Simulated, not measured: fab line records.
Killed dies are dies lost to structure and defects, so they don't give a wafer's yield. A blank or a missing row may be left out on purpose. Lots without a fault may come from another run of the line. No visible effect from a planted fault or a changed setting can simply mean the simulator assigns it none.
8D (eight disciplines) problem report, filled in by code || flow berkeley_cmos170 || the parts of the form that need people (team, actions taken, sign-off) are left out

## 1. THE PROBLEM
At UCB170_SILICIDE_RTA_04, chamber_o2_ppm averages 301.994 over 9 wafers from 3 lots, while fault-free wafers read 2.002, standard deviation 0.024. So: +99 or more standard deviations from the usual mean.
The step: time 15 s.
First seen on wafer L519.3, day 8 02:52, on rtp_anneal-01. Wafers with a number at this step in the record: 39, from 13 lots. Rule for "out", or "out of limits": more than 4 standard deviations from the usual mean. Any other wafer with a number is counted as sound.

## 2. WHAT IT IS, WHAT IT ISN'T
{"question": "which readings at this step", "is": "chamber_o2_ppm", "is not": "lamp_power_pct, wafer_temp_C_max"}
{"question": "which lots", "is": "L519, L521, L522", "is not": "L513, L517, L518, L526, L530, L531, L533, L534, L535, L536"}
{"question": "which wafers of those lots", "is": "all that have a number", "is not": "-"}
{"question": "read on which tools", "is": "rtp_anneal-01", "is not": "rtp_anneal-02"}
{"question": "when", "is": "from day 8 02:52", "is not": "up to then (9 sound wafers); but 21 sound wafers of L526, L530, L531, L533, L534, L535, L536 came after"}

## 3. THE SUSPECTS, EACH WITH WHAT RULES IT OUT
Counting: a tool at any process step up to the reading remains a suspect when it ran all the lots that are out and ran no sound lot after the first of those.
- rtp_anneal-01 at UCB170_SILICIDE_RTA_04 (time 15 s): ruled out as a lasting fault. After its first lot that is out, L519 (day 8 02:52), sound lots L534, L533, L535 ran on it.
Left after counting: nothing in the record.

## 4. THE CAUSE (what the simulator had put in)
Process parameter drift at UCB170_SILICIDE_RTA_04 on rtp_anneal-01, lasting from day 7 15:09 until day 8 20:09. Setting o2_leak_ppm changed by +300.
Counting ruled it out, wrongly.

## 5. THE EFFECT CHAIN, in route order
One row per reading whose mean, taken over the struck wafers that have a number, lies over 3 standard deviations from the usual. Readings are gone through only where the record gives a usual standard deviation; hours: the median, over the lots, of the time from a lot's start at the first step in this table giving one to that lot's start at this step; sigmas: the change measured in usual standard deviations.
{"hours": 0, "step": "UCB170_SILICIDE_RTA_04", "reading": "chamber_o2_ppm", "usual": 2.002, "on struck wafers": 301.994, "change": "+299.992", "sigmas": "+99 or more"}
Here are the process steps it includes:
- UCB170_SILICIDE_RTA_04: time 15 s.

## 6. WHAT WOULD HAVE CAUGHT IT SOONER
12 hours passed between the start of the fault at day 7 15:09 and the first reading out of limits in this record, taken at day 8 02:52.
